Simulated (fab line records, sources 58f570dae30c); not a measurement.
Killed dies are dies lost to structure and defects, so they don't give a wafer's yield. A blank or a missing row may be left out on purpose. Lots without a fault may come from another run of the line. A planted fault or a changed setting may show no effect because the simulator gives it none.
Which tool did it? | flow berkeley_cmos170 | 7 lots, 21 wafers sampled, at 1 step of a route of 331

WHAT THE GAUGES READ, wafer by wafer
UCB170_NWELL_THK_MEAS_02.
lot  | measured    | on            | NWELL_OXIDE_THK (nm)
L179 | day 2 21:26 | film_metro-03 | 25.9 25.5 25.9
L182 | day 3 09:11 | film_metro-03 | 26.3 26.1 26.2
L181 | day 3 09:13 | film_metro-02 | 26.2 26.1 26.3
L187 | day 4 10:42 | film_metro-03 | 26.7 26.4 26.7
L193 | day 5 13:23 | film_metro-01 | 27.1 27.3 27.6
L196 | day 6 09:40 | film_metro-01 | 26.2 26.4 26.4
L197 | day 6 16:14 | film_metro-02 | 26.6 27.0 27.1

WHICH TOOL RAN EACH LOT (tool, then ch and the chambers of the sampled wafers, then the start)
The record holds no process step before these readings.

THE ANSWER, worked out from the rows above alone
Rule: what is usual is taken from the lots themselves. Put in order of their means at a reading, lots are off if they are a third of the lots or fewer, leave a main group of 4 or more, and stand apart from it by a gap of 3 or more times the standard deviation of the main group's means; of several such gaps the widest counts. A main group whose means are all the same, to the digits that the tables above print for the reading, isn't used. A lot without any number at a reading at which 4 lots or more have one is off too. The other lots that the step has rows for count as sound.
No lot is off at any reading shown: from this, nothing can be told.

WHAT THE SIMULATOR HAD PUT IN
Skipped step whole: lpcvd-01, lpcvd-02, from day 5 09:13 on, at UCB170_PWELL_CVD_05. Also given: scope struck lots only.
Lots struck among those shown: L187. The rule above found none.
